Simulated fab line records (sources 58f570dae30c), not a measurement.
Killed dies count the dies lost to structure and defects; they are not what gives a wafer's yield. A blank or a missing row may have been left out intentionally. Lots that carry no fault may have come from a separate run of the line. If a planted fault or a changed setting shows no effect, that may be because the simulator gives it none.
fab line records ; flow berkeley_cmos170
record: lots: 6; wafers: 18; last_day: 13
route steps=331 shown ZERO@6 NWELL@14
lots with no fault: from the same line, run without faults
start_h: hours from the record's opening day to when the first of the lot's shown wafers began ; wait_h: hours since the lot's step before ; " repeats the value in the row above ; L1.1+2: a row that stands for several wafers ; - no value, or no start given ; * or withheld: withheld ; < > ~ a bound
route shown NAME@n: a module of which the file shows steps, and the number in the route of the first ; usual: mean and standard deviation over wafers with no fault ; same: alike in all rows ; chamber/n: place in a boat ; sites: the reading at each site ; _std_site: the standard deviation of these ; _edge_site: inner sites' mean taken away from outer sites' mean ; radius_mm: how far each site lies from the wafer's centre ; mask NAME#n: copy n ; behind: the tool/chamber that last shaped the wafer ; hold: reason for holding the lot/hours on hold/outcome of the hold ; device: the transistor (n, p or np) that didn't switch ; end of line: tests run on the same wafers once the route is complete ; a step given without rows: its recipe and nothing more ; killed: not the wafer's yield, but the dies lost to structure and defects at the first sort ; map: shows each die of a wafer: x if killed, . if not, _ if none is there
set.NAME: the setting the step ran with; set.NAME@STEP: the setting that earlier step ran with ; model.NAME: the simulator's own value behind a step, which no gauge read
lots at some steps of the route; a table a step, a row a wafer
services: the hour from which a tool's chamber was out of use, counted from the record's first day as start_h (under 0 if before that day), plus the number of hours and why
== steps ==
step: UCB170_ZERO_HMDS_00
recipe: prime_time_s: 60; prime_temp_c: 100.5
step: UCB170_ZERO_COAT_01
recipe: resist: KrF; spin_rpm: 1500; resist_thk_nm: 900
step: UCB170_ZERO_SOFTBAKE_02
recipe: resist: KrF; temp_c: 130; time_s: 60
step: UCB170_ZERO_EXPOSE_03
recipe: mask_id: PM_MARKS; na: 0.5; sigma_outer: 0.6; source_shape: conventional; target_cd_nm: 4000; dose_mj: 30
step: UCB170_ZERO_PEB_04
recipe: peb_temp_c: 130; peb_time_s: withheld; resist: KrF
step: UCB170_ZERO_DEVELOP_05
recipe: developer: TMAH; develop_time_s: 45; resist: KrF; dev_temp_c: 21
step: UCB170_ZERO_ETCH_06
recipe: chemistry: CHF3/CF4/Ar; target: SiO2; time_s: 12; pressure_mtorr: 100; rf_w: 500; CHF3_flow_sccm: 50; cf4_flow_sccm: 10; Ar_flow_sccm: 120; over_etch_frac: 1.58
usual: drypump_motor_current_A: 5.7/0.31; oes_product_au: 0.617/0.01; throttle_valve_pct: 9.26/0.15
lot.wafer;tool;chamber;start_h;wait_h;drypump_motor_current_A;oes_product_au;rf_hours_counter_h;throttle_valve_pct
L683.1;rie_diel-01;3;43.08;-;5.5;0.601;125;9.33
L683.2;rie_diel-01;0;43.08;-;5.4;0.606;151;9.11
L683.5;rie_diel-01;0;43.08;-;5.4;0.615;-;9.09
L689.2;rie_diel-02;2;72.57;-;5.9;0.603;119;9.43
L689.3;rie_diel-02;1;72.57;-;6.2;0.622;125;9.42
L689.6;rie_diel-02;0;72.57;-;5.3;0.615;-;9.41
L691.3;rie_diel-02;3;82.33;-;6.2;0.623;0;9.07
L691.4;rie_diel-02;2;82.33;-;5.9;0.593;119;9.41
L691.6;rie_diel-02;3;82.33;-;6.2;0.624;-;9.06
L693.2;rie_diel-02;2;89.05;-;5.9;0.612;120;9.41
L693.5;rie_diel-02;0;89.05;-;5.3;0.622;-;9.41
L693.6;rie_diel-02;1;89.05;-;6.2;0.614;-;9.43
L694.2;rie_diel-04;1;98.39;-;5.6;0.624;146;9.46
L694.3;rie_diel-04;2;98.39;-;5.8;0.619;86;9.23
L694.6;rie_diel-04;0;98.39;-;5.7;0.638;-;9.05
L701.2;rie_diel-01;1;133.95;-;6.0;0.605;106;9.07
L701.3;rie_diel-01;0;133.95;-;5.4;0.609;156;9.11
L701.6;rie_diel-01;1;133.95;-;6.0;0.613;-;9.07
step: UCB170_ZERO_STRIP_07
recipe: chemistry: O2; power_w: 400; pressure_mtorr: 3500; platen_temp_c: withheld; o2_flow_sccm: 400; overash_fraction: 0.5
usual: drypump_motor_current_A: 5.68/0.29; o2_flow_sccm: 400.1/1.2; oes_product_au: 0.727/0.0046; strip_time_to_endpoint_s: 21.45/0.055
lot.wafer;tool;chamber;start_h;wait_h;drypump_motor_current_A;o2_flow_sccm;oes_product_au;rf_hours_counter_h;strip_time_to_endpoint_s
L683.1;plasma_asher-02;0;43.10;0.0;5.77;401.9;0.738;28;21.45
L683.2;plasma_asher-02;1;43.10;0.0;5.88;398.6;0.722;28;21.46
L683.5;plasma_asher-02;0;43.10;0.0;5.78;401.2;0.728;-;21.43
L689.2;plasma_asher-04;1;72.59;0.0;5.03;399.7;0.733;26;21.42
L689.3;plasma_asher-04;0;72.59;0.0;5.88;398.8;0.725;-;21.45
L689.6;plasma_asher-04;0;72.59;0.0;5.87;400.6;0.729;-;21.39
L691.3;plasma_asher-04;0;82.38;0.0;5.87;398.1;0.731;-;21.46
L691.4;plasma_asher-04;1;82.38;0.0;5.01;401.8;0.730;-;21.43
L691.6;plasma_asher-04;0;82.38;0.0;5.88;400.4;0.730;-;21.42
L693.2;plasma_asher-01;1;89.07;0.0;5.88;400.0;0.726;35;21.48
L693.5;plasma_asher-01;1;89.07;0.0;5.81;399.6;0.724;-;21.45
L693.6;plasma_asher-01;0;89.07;0.0;5.58;399.9;0.731;-;21.49
L694.2;plasma_asher-02;1;98.41;0.0;5.87;400.6;0.719;35;21.39
L694.3;plasma_asher-02;1;98.41;0.0;5.89;401.8;0.724;-;21.45
L694.6;plasma_asher-02;1;98.41;0.0;5.86;398.7;0.729;-;21.43
L701.2;plasma_asher-02;1;133.97;0.0;5.88;400.9;0.724;2;21.40
L701.3;plasma_asher-02;0;133.97;0.0;5.78;400.5;0.734;-;21.43
L701.6;plasma_asher-02;0;133.97;0.0;5.76;401.6;0.732;-;21.35
step: UCB170_NWELL_WET_ETCH_00
recipe: chemistry: dHF; dilution: 25:1; target: SiO2; temp_c: 25; time_s: 200
step: UCB170_NWELL_OXIDATION_01
recipe: temp_c: 1000; ambient: O2; target_thk_a: 264; ox_time_s: 1260
step: UCB170_NWELL_THK_MEAS_02
recipe: reads: SiO2_of_NWELL_OXIDATION_01
usual: NWELL_OXIDE_THK: 26.1/0.45
lot.wafer;tool;chamber;start_h;wait_h;NWELL_OXIDE_THK[nm]
L683.1;film_metro-03;-;48.42;0.0;26.2
L683.2;film_metro-03;-;48.42;0.0;26.4
L683.5;film_metro-03;-;48.42;0.0;26.6
L689.2;film_metro-04;-;78.50;0.0;25.6
L689.3;film_metro-04;-;78.50;0.0;25.8
L689.6;film_metro-04;-;78.50;0.0;26.0
L691.3;film_metro-01;-;84.55;0.0;25.4
L691.4;film_metro-01;-;84.55;0.0;25.9
L691.6;film_metro-01;-;84.55;0.0;25.7
L693.2;film_metro-01;-;95.08;0.1;25.6
L693.5;film_metro-01;-;95.08;0.1;25.4
L693.6;film_metro-01;-;95.08;0.1;25.6
L694.2;film_metro-04;-;104.30;0.0;26.0
L694.3;film_metro-04;-;104.30;0.0;26.1
L694.6;film_metro-04;-;104.30;0.0;26.3
L701.2;film_metro-01;-;141.08;0.0;26.9
L701.3;film_metro-01;-;141.08;0.0;26.8
L701.6;film_metro-01;-;141.08;0.0;27.0
step: UCB170_NWELL_ANNEAL_03
recipe: temp_c: 1000; time_s: 900; ambient: N2
step: UCB170_NWELL_CVD_04
recipe: material: Si3N4; target_thk_nm: 224; temp_c: 800; precursor: SiH2Cl2/NH3; time_s: 3360; pressure_mtorr: 200; sih2cl2_flow_sccm: 25; nh3_flow_sccm: 75
usual: spike_tc_source_C: 822.4/2.2; zone_power_centre_pct: 36.1/1.2; zone_power_source_pct: 18.8/1.8
lot.wafer;tool;chamber;start_h;wait_h;spike_tc_source_C;zone_power_centre_pct;zone_power_source_pct
L683.1;lpcvd-02;0;55.45;0.0;827.8;34.4;21.5
L683.2;lpcvd-02;0;55.45;0.0;824.9;34.6;21.4
L683.5;lpcvd-02;0;55.45;0.0;827.6;34.3;21.2
L689.2;lpcvd-01;1;84.95;0.5;823.1;35.8;16.6
L689.3;lpcvd-01;1;84.95;0.5;821.1;35.7;16.7
L689.6;lpcvd-01;1;84.95;0.5;820.3;36.3;16.8
L691.3;lpcvd-01;1;93.02;0.0;819.8;36.6;16.7
L691.4;lpcvd-01;1;93.02;0.0;821.1;36.3;16.9
L691.6;lpcvd-01;1;93.02;0.0;821.4;35.9;16.9
L693.2;lpcvd-01;0;100.92;2.3;822.0;38.0;19.8
L693.5;lpcvd-01;0;100.92;2.3;823.6;37.9;19.7
L693.6;lpcvd-01;0;100.92;2.3;823.8;38.3;19.6
L694.2;lpcvd-01;0;112.52;1.1;823.0;37.5;19.7
L694.3;lpcvd-01;0;112.52;1.1;823.5;37.2;19.7
L694.6;lpcvd-01;0;112.52;1.1;823.7;38.4;19.6
L701.2;lpcvd-02;1;146.32;0.0;821.4;35.1;20.1
L701.3;lpcvd-02;1;146.32;0.0;819.9;35.2;19.9
L701.6;lpcvd-02;1;146.32;0.0;820.1;34.7;20.0
step: UCB170_NWELL_THK_MEAS_05
recipe: reads: Si3N4_of_NWELL_CVD_04
usual: NWELL_NITRIDE_THK: 225.2/2.4
lot.wafer;tool;chamber;start_h;wait_h;NWELL_NITRIDE_THK[nm]
L683.1;film_metro-01;-;57.39;0.0;224.9
L683.2;film_metro-01;-;57.39;0.0;225.9
L683.5;film_metro-01;-;57.39;0.0;224.3
L689.2;film_metro-01;-;86.89;0.0;227.2
L689.3;film_metro-01;-;86.89;0.0;229.2
L689.6;film_metro-01;-;86.89;0.0;229.5
L691.3;film_metro-03;-;94.97;0.0;225.6
L691.4;film_metro-03;-;94.97;0.0;226.5
L691.6;film_metro-03;-;94.97;0.0;225.5
L693.2;film_metro-01;-;102.86;0.0;194.6
L693.5;film_metro-01;-;102.86;0.0;194.2
L693.6;film_metro-01;-;102.86;0.0;193.8
L694.2;film_metro-04;-;115.43;0.0;193.1
L694.3;film_metro-04;-;115.43;0.0;193.5
L694.6;film_metro-04;-;115.43;0.0;194.5
L701.2;film_metro-01;-;148.26;0.0;223.6
L701.3;film_metro-01;-;148.26;0.0;220.3
L701.6;film_metro-01;-;148.26;0.0;220.2
step: UCB170_NWELL_HMDS_06
recipe: prime_time_s: 60; prime_temp_c: 100
step: UCB170_NWELL_COAT_07
recipe: resist: KrF; spin_rpm: 1500; resist_thk_nm: 900
step: UCB170_NWELL_SOFTBAKE_08
recipe: resist: KrF; temp_c: 130; time_s: 60
step: UCB170_NWELL_EXPOSE_09
recipe: mask_id: NWELL; target_cd_nm: 3000; na: 0.5; sigma_outer: 0.6; source_shape: conventional; dose_mj: 24.56
step: UCB170_NWELL_PEB_10
recipe: peb_temp_c: 130; peb_time_s: withheld; resist: KrF
step: UCB170_NWELL_DEVELOP_11
recipe: developer: TMAH; develop_time_s: 45; resist: KrF; dev_temp_c: 21
step: UCB170_NWELL_OVL_MEAS_12
usual: NWELL_OVL: -3/5
lot.wafer;tool;chamber;start_h;wait_h;NWELL_OVL[nm]
L683.1;overlay-01;-;58.41;-;1
L683.2;overlay-01;-;58.41;-;2
L683.5;overlay-01;-;58.41;-;9
L689.2;overlay-02;-;89.23;-;-1
L689.3;overlay-02;-;89.23;-;-6
L689.6;overlay-02;-;89.23;-;-4
L691.3;overlay-02;-;96.84;-;-3
L691.4;overlay-02;-;96.84;-;-10
L691.6;overlay-02;-;96.84;-;-9
L693.2;overlay-02;-;105.46;-;1
L693.5;overlay-02;-;105.46;-;-1
L693.6;overlay-02;-;105.46;-;-2
L694.2;overlay-02;-;116.95;-;-7
L694.3;overlay-02;-;116.95;-;-6
L694.6;overlay-02;-;116.95;-;-18
L701.2;overlay-02;-;149.29;-;-4
L701.3;overlay-02;-;149.29;-;3
L701.6;overlay-02;-;149.29;-;-2
step: UCB170_NWELL_ETCH_13
recipe: chemistry: CH3F/Ar/O2; target: Si3N4; stop_on: SiO2; CH3F_flow_sccm: 20; Ar_flow_sccm: 50; O2_flow_sccm: 7; pressure_mtorr: 50; rf_w: 450; target_depth_a: 2464; over_etch_frac: 0.1; time_s: 154
usual: drypump_motor_current_A: 5.79/0.29; oes_product_au: 0.934/0.014; throttle_valve_pct: 8.04/0.15
lot.wafer;tool;chamber;start_h;wait_h;drypump_motor_current_A;oes_product_au;rf_hours_counter_h;throttle_valve_pct
L683.1;rie_diel-01;0;58.45;0.0;5.37;0.921;152;7.92
L683.2;rie_diel-01;3;58.45;0.0;5.55;0.926;126;8.14
L683.5;rie_diel-01;3;58.45;0.0;5.55;0.927;-;8.15
L689.2;rie_diel-01;1;89.26;0.0;6.00;0.942;103;7.83
L689.3;rie_diel-01;2;89.26;0.0;6.01;0.952;73;8.00
L689.6;rie_diel-01;0;89.26;0.0;5.38;0.932;-;7.92
L691.3;rie_diel-02;0;96.87;0.0;5.27;0.946;81;8.19
L691.4;rie_diel-02;2;96.87;0.0;5.95;0.915;120;8.18
L691.6;rie_diel-02;2;96.87;0.0;5.95;0.921;-;8.20
L693.2;rie_diel-03;2;105.49;0.0;6.13;0.861;93;7.92
L693.5;rie_diel-03;3;105.49;0.0;5.76;0.836;-;7.88
L693.6;rie_diel-03;0;105.49;0.0;5.68;0.846;-;8.19
L694.2;rie_diel-01;3;116.98;0.0;5.56;0.838;129;8.13
L694.3;rie_diel-01;1;116.98;0.0;5.99;0.853;105;7.84
L694.6;rie_diel-01;3;116.98;0.0;5.59;0.860;-;8.13
L701.2;rie_diel-03;3;149.32;0.0;5.76;0.903;99;7.89
L701.3;rie_diel-03;2;149.32;0.0;6.11;0.927;96;7.93
L701.6;rie_diel-03;3;149.32;0.0;5.76;0.907;-;7.90
step: UCB170_NWELL_IMPLANT_14
recipe: species: P; dose_cm2: 1e+13; energy_kev: 150; tilt_deg: 7
== services ==
tool;chamber;start_h;hours;kind
plasma_asher-01;-;33.68;4.0;repair
rie_diel-01;2;39.53;5.5;repair
rie_diel-02;3;44.78;9.4;repair
rie_diel-02;3;54.20;-;clean
rie_diel-02;3;54.20;12.0;scheduled_down
rie_diel-02;3;54.20;12.0;vent_cycle
rie_diel-04;2;56.17;6.7;repair
lpcvd-02;-;67.39;2.8;pm
rie_diel-03;3;73.29;4.0;repair
rie_diel-01;3;96.11;8.0;repair
plasma_asher-02;-;108.75;9.0;pm
plasma_asher-02;0;108.75;9.0;vent_cycle
plasma_asher-02;1;108.75;9.0;vent_cycle
rie_diel-01;0;108.79;5.0;repair
rie_diel-03;3;114.77;5.8;repair
plasma_asher-02;0;117.75;-;clean
plasma_asher-02;1;117.75;-;clean
lpcvd-02;-;127.20;6.1;pm
rie_diel-01;0;140.99;-;clean
rie_diel-01;0;140.99;19.0;scheduled_down
rie_diel-01;0;140.99;19.0;vent_cycle
== key ==
first_sign: step: UCB170_NWELL_THK_MEAS_05; reading: NWELL_NITRIDE_THK; direction: down; sigmas: 13; usual: 225.2; struck: 194.0
effect: step: UCB170_NWELL_ETCH_13; reading: oes_product_au; direction: down; sigmas: 6; usual: 0.934; struck: 0.849
met_at UCB170_NWELL_CVD_04
struck_wafers L693.2,L693.5,L693.6,L694.2,L694.3,L694.6
sort_left_out L693.2,L693.5,L693.6
tester_left_out L693,L694
fault: kind: site_profile_drift; tool: lpcvd-01; chamber: 0; onset_h: 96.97; steps: UCB170_NWELL_CVD_04; basis: fraction; max_abs_drift: 0.32805; slope_share_per_hr: 72.9; site_pattern: 0,0,0,0,0,-1,-1,-1,-1
tester_left_out: of these lots the tester's yield and bins aren't shown, on N5 and GAA mostly nor the transistor test; their killed dies are dies lost to structure and defects alone, not to doping, threshold or leakage, so they don't give the yield
sort_left_out: the simulated sort isn't trusted on such a fault, so these wafers' sort isn't shown, and their yield isn't known
